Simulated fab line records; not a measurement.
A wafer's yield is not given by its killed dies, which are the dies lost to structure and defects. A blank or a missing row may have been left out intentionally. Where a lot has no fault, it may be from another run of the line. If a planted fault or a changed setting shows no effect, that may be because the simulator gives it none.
A struck lot beside a sound one	flow berkeley-cmos170	16 steps out of a route of 331
Sound: these wafers, L541.2, L541.5, L541.6. Struck: wafers L546.2, L546.3, L546.6. The cause is given at the end.
Per side, at each step with rows, come the tool, then ch with its chambers, and then its first start. Under that, the readings that differ: sound wafers	struck wafers	difference of the means	sigmas: that difference in standard deviations of wafers without a fault.
alike: readings with means less than 2 such deviations apart, plus words and numbers identical on both sides. not compared: withheld readings, readings lacking a value on some wafer, bounds such as >300 that could conceal the same value, and numbers that have no deviation in the record and whose values overlap.
The two part at a step that has a row with sigmas, a row that says differs or no value, or rows on one side only. When numbers do not overlap yet have no deviation, they are printed without sigmas and do not part them. Lack of a reading on every wafer of one side parts them only where that side has two or more wafers.

UCB170_V2_CMP_02: polishes SiO2.
  sound on cmp-01 ch 0,1,3, day 11 01:20; struck on cmp-02 ch 0,1, day 12 05:17
  alike: edge-zone-pressure-frac, head-pressure-psi, motor-current-A
UCB170_V2_BOW_MEAS_03:
  struck on film-metro-04, day 12 05:33; sound on film-metro-03, day 11 01:31
  alike: V2_BOW
UCB170_V2_THK_MEAS_04:
  struck on film-metro-04, day 12 05:40; sound on film-metro-03, day 11 01:37
  alike: V2_POLISHED_THK
then, 7 steps without rows for these wafers: UCB170_V2_CLEAN_05 (cleans in DIW); UCB170_V2_HMDS_06 (prime time 60 s); UCB170_V2_COAT_07 (resist thk 900 nm); UCB170_V2_SOFTBAKE_08 (time 60 s); UCB170_V2_EXPOSE_09 (exposes mask VIA2, target cd 700 nm); UCB170_V2_PEB_10; UCB170_V2_DEVELOP_11 (develop time 45 s).
UCB170_V2_CD_MEAS_12: target cd 700 nm.
  struck on cd-sem-02, day 12 06:54; sound on cd-sem-01, day 11 03:15
  alike: cd-nm
UCB170_V2_OVL_MEAS_13:
  struck on overlay-01, day 12 07:01; sound on overlay-01, day 11 03:21
  alike: V2_OVL
UCB170_V2_ETCH_14: etches SiO2 in CHF3/CF4/Ar, stops on Al, target depth 1250 nm, time 291 s.
  sound on rie-diel-03 ch 1,2, day 11 03:23; struck on rie-diel-03 ch 0,3, day 12 07:02
reading	sound	struck	difference	sigmas
oes-product-au (a.u.)	0.873 0.864 0.887	0.822 0.832 0.837	-0.044	-3
over-etch-frac	0.25 0.25 0.25	0.33552 0.33552 0.33552	+0.08552	
model.KrF_of_V2_COAT_07.thk-nm (nm)	600.5 598 604	585 586.7 581.5	-16	
  alike: drypump-motor-current-A, rf-fwd-power-W, throttle-valve-pct
  not compared: rf-hours-counter-h
UCB170_V2_STRIP_15: strips in O2.
  sound on plasma-asher-01 ch 0,1, day 11 03:34; struck on plasma-asher-01 ch 0,1, day 12 07:18
reading	sound	struck	difference	sigmas
strip-time-to-endpoint-s (s)	15.07 15.04 15.16	14.73 14.75 14.63	-0.39	-3
  alike: drypump-motor-current-A, oes-product-au
  not compared: rf-hours-counter-h
UCB170_V2_CD_MEAS_90: target cd 700 nm.
  struck on cd-sem-02, day 12 07:30; sound on cd-sem-02, day 11 03:41
  alike: cd-nm
next, for these wafers, 1 step has no rows: UCB170_M3_PROBE_99.

== WHERE THEY PART ==
At UCB170_V2_ETCH_14 first; at UCB170_V2_STRIP_15 last (within this record only). Later steps at which nothing parts them and some readings are alike: UCB170_V2_CD_MEAS_90.

WHY: what the simulator had put in
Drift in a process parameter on rie-diel-03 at UCB170_V2_ETCH_14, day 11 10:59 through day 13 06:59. From 0.25, the setting over-etch-frac moved by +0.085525. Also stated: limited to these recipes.
